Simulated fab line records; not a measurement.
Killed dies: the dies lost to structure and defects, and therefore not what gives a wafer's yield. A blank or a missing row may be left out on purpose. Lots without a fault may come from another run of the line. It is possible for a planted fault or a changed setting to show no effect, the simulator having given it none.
Split-lot study    flow rit_cmos    23 wafers read across 5 lots, on a route 202 steps long

ABOUT THE SPLIT
At RIT_PRETRO_IMPLANT_08, the setting energy_kev was moved away from the recipe's 45 on 8 of the 23 wafers read, by -5.1% to +2.2%. All remaining wafers had this setting at the recipe value.

The split's own step is where the reading is taken.

THE READING
In nm, at RIT_PRETRO_IMPLANT_08: implant.drp_nm, which is the simulator's own figure and was read by no gauge. The file does not state a usual value for it.

wafer   tool, chamber at the split  energy_kev as run  against the recipe  implant.drp_nm, nm  against lot-mates on the recipe
L075.2  implanter-02, 0             45                 recipe              55.07               -
L075.4  implanter-02, 0             45                 recipe              55.07               -
L075.6  implanter-02, 0             45                 recipe              55.07               -
L075.3  implanter-02, 0             42.82              -4.8%               53.46               -1.61
L075.5  implanter-02, 0             42.82              -4.8%               53.46               -1.61
L076.1  implanter-02, 0             43.37              -3.6%               53.87               -1.20
L076.3  implanter-02, 0             43.37              -3.6%               53.87               -1.20
L076.2  implanter-02, 0             45                 recipe              55.07               -
L076.4  implanter-02, 0             45                 recipe              55.07               -
L076.5  implanter-02, 0             45                 recipe              55.07               -
L078.1  implanter-01, 0             45                 recipe              55.07               -
L078.4  implanter-01, 0             45                 recipe              55.07               -
L078.6  implanter-01, 0             45                 recipe              55.07               -
L078.2  implanter-01, 0             42.71              -5.1%               53.38               -1.69
L078.3  implanter-01, 0             42.71              -5.1%               53.38               -1.69
L081.2  implanter-03, 0             45                 recipe              55.07               -
L081.3  implanter-03, 0             45                 recipe              55.07               -
L081.5  implanter-03, 0             45                 recipe              55.07               -
L082.1  implanter-02, 0             45                 recipe              55.07               -
L082.2  implanter-02, 0             45                 recipe              55.07               -
L082.5  implanter-02, 0             45                 recipe              55.07               -
L082.4  implanter-02, 0             46                 +2.2%               55.79               +0.72
L082.6  implanter-02, 0             46                 +2.2%               55.79               +0.72

THE FIT
A straight line over all 23 wafers: implant.drp_nm changes by +0.331 nm for each +1% of energy_kev; r = +1.00; the points scatter about the line by 0.0048 nm.
The same after taking each lot's own level away (the mean of its wafers on the recipe; 23 wafers): +0.331 nm for each +1%; r = +1.00; scatter 0.0048 nm.
Per that fit: largest energy_kev move, reading shift of 1.7 nm.
The lots' own levels span 55.070 to 55.070 nm.
Hence the lot-to-lot level has little effect on the slope; both slopes agree.
Check: for one of the wafers moved furthest among these (-5.1%), held out of the fit, the line's prediction against its lot-mates is -1.69 nm. It came out at -1.69 nm against them.

FURTHER SPLITS ON THESE WAFERS
These wafers also went through other splits before the reading. Each is held against what the fit with the lots' levels taken away leaves over:
other split on the same wafers        wafers away from the commonest value  r with implant.drp_nm (lot level and that fit taken away)
RIT_ACTIVE_EXPOSE_08 dose_mj          4                                     +0.36
RIT_ACTIVE_DEVELOP_10 develop_time_s  9                                     +0.04

THE WHOLE CHAIN: every reading that the file lists as answering this split, in the file's order
step                   what it does  reading                                                          change (the file's fit)                r (the file's)
RIT_PRETRO_IMPLANT_08                implant.rp_nm (the simulator's own value, which no gauge read)   +1.37 nm for each +1% of the setting   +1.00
RIT_PRETRO_IMPLANT_08                implant.drp_nm (the simulator's own value, which no gauge read)  +0.331 nm for each +1% of the setting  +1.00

THE FILE'S OWN FIT
implant.drp_nm changes by +0.331 nm for each +1% of energy_kev, r = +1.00.
